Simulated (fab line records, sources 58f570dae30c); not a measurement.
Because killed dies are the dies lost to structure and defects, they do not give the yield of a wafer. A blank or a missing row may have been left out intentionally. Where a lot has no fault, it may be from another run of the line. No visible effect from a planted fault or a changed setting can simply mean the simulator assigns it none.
One fault through the eyes of 2 desks	flow berkeley_cmos170	every desk sees just its own numbers, and what lay behind them comes last

== TOOL OWNER'S DESK, pvd_sputter-03 ==
The tool's own readings at UCB170_M1_SPUTTER_00 (material Al, target thk 600 nm, time 80 s): means of the sampled wafers that have a number, for each lot that ran on this tool. The brackets show how far a lot's mean lies from the usual mean; more than 4 standard deviations puts the lot out of limits, marked OUT.
Columns: A = cathode_dc_power_W at UCB170_M1_SPUTTER_00, usual 5999.9 W; B = throttle_valve_pct at UCB170_M1_SPUTTER_00, usual 29.3 %
lot	first seen here	A	B
L129	day 7 02:20	5999.5	29.5
L134	day 7 17:43	5997.6	29.1
L137	day 9 06:14	6425.6 (+99 or more) OUT	29.2
L141	day 10 12:21	6425.8 (+99 or more) OUT	28.9
This desk's finding: out of limits on L137, L141; first on L137, day 9 06:14 (cathode_dc_power_W at UCB170_M1_SPUTTER_00). Within limits: L129, L134.

== FROM THE METROLOGY DESK ==
What the gauges read for every lot (on any tool): the sampled wafers with a number, averaged. The brackets show how far a lot's mean lies from the usual mean; more than 4 standard deviations puts the lot out of limits, marked OUT.
Columns: A = SILICIDE_TI_RS at UCB170_SILICIDE_RS_MEAS_02, usual 26.2 ohm/sq; B = cd_nm at UCB170_CONTACT_CD_MEAS_90, usual 700.5 nm; C = M1_AL_RS at UCB170_M1_RS_MEAS_01, usual 0.0482 ohm/sq; D = M1_AL_THK at UCB170_M1_THK_MEAS_02, usual 607 nm
lot	first seen here	A	B	C	D
L130	day 6 19:20	26.1	700.3	0.0478	612
L129	day 6 19:34	25.9	698.8	0.0484	605
L131	day 7 07:13	26.8	700.7	0.0487	599
L134	day 7 11:20	26.5	701.0	0.0483	606
L137	day 8 22:47	25.9	701.8	0.0445 (-6.5) OUT	657 (+6.5) OUT
L144	day 10 05:50	26.4	701.1	0.0491	599
L142	day 10 05:57	25.9	704.4	0.0486	604
L141	day 10 06:06	26.0	701.3	0.0449 (-5.7) OUT	645 (+5.0) OUT
L146	day 11 06:33	25.8	698.6	0.0479	606
L149	day 11 06:55	26.3	699.7	0.0481	605
L148	day 11 07:06	26.4	702.1	0.0481	610
L150	day 11 17:40	25.9	700.9	0.0478	609
L151	day 11 17:40	26.0	698.6	0.0481	608
L152	day 12 04:57	26.8	697.9	0.0479	608
This desk reports L137, L141 out of limits; the earliest was L137 at day 9 06:19 (M1_AL_RS at UCB170_M1_RS_MEAS_01). Within limits: L130, L129, L131, L134, L144, L142, L146, L149, L148, L150, L151, L152.

== TAKEN TOGETHER ==
On L137, L141, at day 9 06:14, an alarm was possible from the tool owner's desk.
At day 9 06:19 the metrology desk could have sounded an alarm, on L137, L141.
All the named lots went through UCB170_M1_SPUTTER_00 on pvd_sputter-03.

== WHAT WAS PUT IN BY THE SIMULATOR ==
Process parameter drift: pvd_sputter-03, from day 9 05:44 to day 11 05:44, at UCB170_M1_SPUTTER_00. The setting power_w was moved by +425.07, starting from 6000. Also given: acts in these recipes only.
Lots struck among those shown: L137, L141.
Fault start to first reading out of limits, in hours, per desk: tool owner, 0; metrology, 1.
